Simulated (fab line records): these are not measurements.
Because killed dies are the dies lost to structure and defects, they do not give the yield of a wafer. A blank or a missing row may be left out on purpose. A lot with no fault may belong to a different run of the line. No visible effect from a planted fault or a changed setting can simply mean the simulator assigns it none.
Split-lot trial	flow rit_cmos	5 lots, 23 wafers read, on a route of 202 steps

## ABOUT THE SPLIT
At RIT_NRETRO_COAT_01 (resist thk 1300 nm), the setting spin_rpm was moved away from the recipe's 2000 rpm on 5 of the 23 wafers read, by -4.4% to -3.8%. All remaining wafers had this setting at the recipe value.

## FROM THE SPLIT TO THE READING: what the file shows between them, 3 steps
- RIT_NRETRO_SOFTBAKE_02: time 60 s
- RIT_NRETRO_EXPOSE_03: exposes mask M4, target cd 43900 nm
- RIT_NRETRO_DEVELOP_05: develop time 68 s

## THE READING
NOVOLAK_of_NRETRO_COAT_01.thk_nm (the simulator's own value, which no gauge read), in nm, at RIT_NRETRO_HARDBAKE_07 (time 120 s). There is no usual value for it anywhere in the file. Average 1138 nm, standard deviation 3.2 nm, over the 18 wafers here run with the recipe.

wafer	tool, chamber at the split	spin_rpm as run, rpm	against the recipe	NOVOLAK_of_NRETRO_COAT_01.thk_nm, nm	against lot-mates on the recipe
L078.1	litho_track-01, 0	1912	-4.4%	1167	+26
L078.2	litho_track-01, 0	1912	-4.4%	1165	+24
L078.3	litho_track-01, 0	2000	recipe	1140	-
L078.5	litho_track-01, 0	2000	recipe	1142	-
L078.6	litho_track-01, 0	1912	-4.4%	1169	+28
L080.1	litho_track-03, 0	2000	recipe	1141	-
L080.5	litho_track-03, 0	2000	recipe	1141	-
L080.6	litho_track-03, 0	2000	recipe	1139	-
L081.1	litho_track-02, 0	2000	recipe	1137	-
L081.2	litho_track-02, 0	2000	recipe	1143	-
L081.4	litho_track-02, 0	2000	recipe	1140	-
L081.5	litho_track-02, 0	2000	recipe	1138	-
L081.6	litho_track-02, 0	2000	recipe	1142	-
L084.1	litho_track-03, 0	2000	recipe	1133	-
L084.5	litho_track-03, 0	2000	recipe	1133	-
L084.2	litho_track-03, 0	2000	recipe	1132	-
L084.3	litho_track-03, 0	2000	recipe	1135	-
L084.4	litho_track-03, 0	2000	recipe	1137	-
L085.1	litho_track-02, 0	2000	recipe	1139	-
L085.6	litho_track-02, 0	2000	recipe	1139	-
L085.2	litho_track-02, 0	1923	-3.8%	1164	+24
L085.4	litho_track-02, 0	1923	-3.8%	1163	+23
L085.5	litho_track-02, 0	2000	recipe	1141	-

FIT RESULTS
A straight line over all 23 wafers: NOVOLAK_of_NRETRO_COAT_01.thk_nm changes by -6.5 nm for each +1% of spin_rpm; r = -0.97; the points scatter about the line by 3.1 nm.
The same after taking each lot's own level away (the mean of its wafers on the recipe; 23 wafers): -6 nm for each +1%; r = -0.99; scatter 1.7 nm.
Per that fit: largest spin_rpm move, reading shift of 26 nm.
From 1134.0 to 1141.0 nm: that is the span of the lots' own levels, equal to 2.2 times the standard deviation above.
Hence the lot-to-lot level has little effect on the slope; both slopes agree.
Check: +26.5 nm against its lot-mates is what the line predicts for one of the wafers moved furthest among these (-4.4%) when that wafer is left out of the fit. Against them it came out at +26 nm.

## THESE WAFERS: OTHER SPLITS
These wafers also went through other splits before the reading. Each is held against what the fit with the lots' levels taken away leaves over:
other split on the same wafers	wafers away from the commonest value	r with NOVOLAK_of_NRETRO_COAT_01.thk_nm (lot level and that fit taken away)
RIT_ACTIVE_COAT_06 resist_thk_nm	9	-0.01
RIT_FOX2_OXIDATION_00 temp_c	18	-0.09
RIT_PWELL_COAT_01 resist_thk_nm	6	+0.13
RIT_PWELL_IMPLANT_08 energy_kev	8	-0.38

## THE WHOLE CHAIN: every reading that the file lists as answering this split, in the file's order
step	what it does	reading	change (the file's fit)	r (the file's)
RIT_NRETRO_COAT_01	resist thk 1300 nm	NOVOLAK_of_NRETRO_COAT_01.thk_nm (the simulator's own value, which no gauge read)	-6.95 nm for each +1% of the setting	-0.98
RIT_NRETRO_HARDBAKE_07	time 120 s	NOVOLAK_of_NRETRO_COAT_01.thk_nm (the simulator's own value, which no gauge read)	-5.99 nm for each +1% of the setting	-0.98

## THE FILE'S OWN FIT
NOVOLAK_of_NRETRO_COAT_01.thk_nm changes by -5.99 nm for each +1% of spin_rpm, r = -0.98.
